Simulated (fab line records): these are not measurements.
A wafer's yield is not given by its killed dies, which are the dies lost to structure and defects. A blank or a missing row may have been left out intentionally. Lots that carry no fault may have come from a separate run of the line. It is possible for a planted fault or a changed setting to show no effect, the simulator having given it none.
Which tool did it? + flow rit-cmos + Sampling: 7 lots, 21 wafers, 2 of 202 route steps

== WHAT THE GAUGES SHOWED, per wafer ==
RIT_SDANNEAL_RS_MEAS_04: measures by four-point-probe.
| lot  | measured    | on            | PSD_RS (ohm/sq)      |
|------|-------------|---------------|----------------------|
| L818 | day 3 11:18 | film-metro-02 | 115.66 115.66 115.91 |
| L820 | day 3 21:28 | film-metro-02 | 116.19 115.78 115.78 |
| L823 | day 4 16:14 | film-metro-02 | 116.18 116.01 115.47 |
| L826 | day 5 06:55 | film-metro-03 | 115.93 115.58 115.60 |
| L830 | day 6 03:26 | film-metro-03 | 115.72 115.95 116.03 |
| L834 | day 6 22:16 | film-metro-03 | 115.81 115.95 116.12 |
| L839 | day 8 02:50 | film-metro-04 | 115.90 115.74 116.42 |

== EACH LOT AND THE TOOL THAT RAN IT (in order: tool; ch and the chambers of the sampled wafers; start) ==
| lot  | RIT_PSD_IMPLANT_08             |
|------|--------------------------------|
| L818 | implanter-02 ch 0, day 3 10:28 |
| L820 | implanter-03 ch 0, day 3 20:39 |
| L823 | implanter-03 ch 0, day 4 15:26 |
| L826 | implanter-02 ch 0, day 5 06:03 |
| L830 | implanter-04 ch 0, day 6 02:37 |
| L834 | implanter-02 ch 0, day 6 21:26 |
| L839 | implanter-04 ch 0, day 8 01:52 |
- RIT_PSD_IMPLANT_08

== THE ANSWER, worked out from the rows above alone ==
Rule: usual is defined by the lots themselves. Put in order of their means at a reading, lots are off if they are a third of the lots or fewer, leave a main group of 4 or more, and stand apart from it by a gap of 3 or more times the standard deviation of the main group's means; of several such gaps the widest counts. If all means in a main group match to the digits the tables above print for the reading, that group is not used. A lot without any number at a reading at which 4 lots or more have one is off too. The other lots that the step has rows for count as sound.
Across all readings shown, no lot is off: no conclusion can be drawn from this.

== WHAT THE SIMULATOR PUT IN ==
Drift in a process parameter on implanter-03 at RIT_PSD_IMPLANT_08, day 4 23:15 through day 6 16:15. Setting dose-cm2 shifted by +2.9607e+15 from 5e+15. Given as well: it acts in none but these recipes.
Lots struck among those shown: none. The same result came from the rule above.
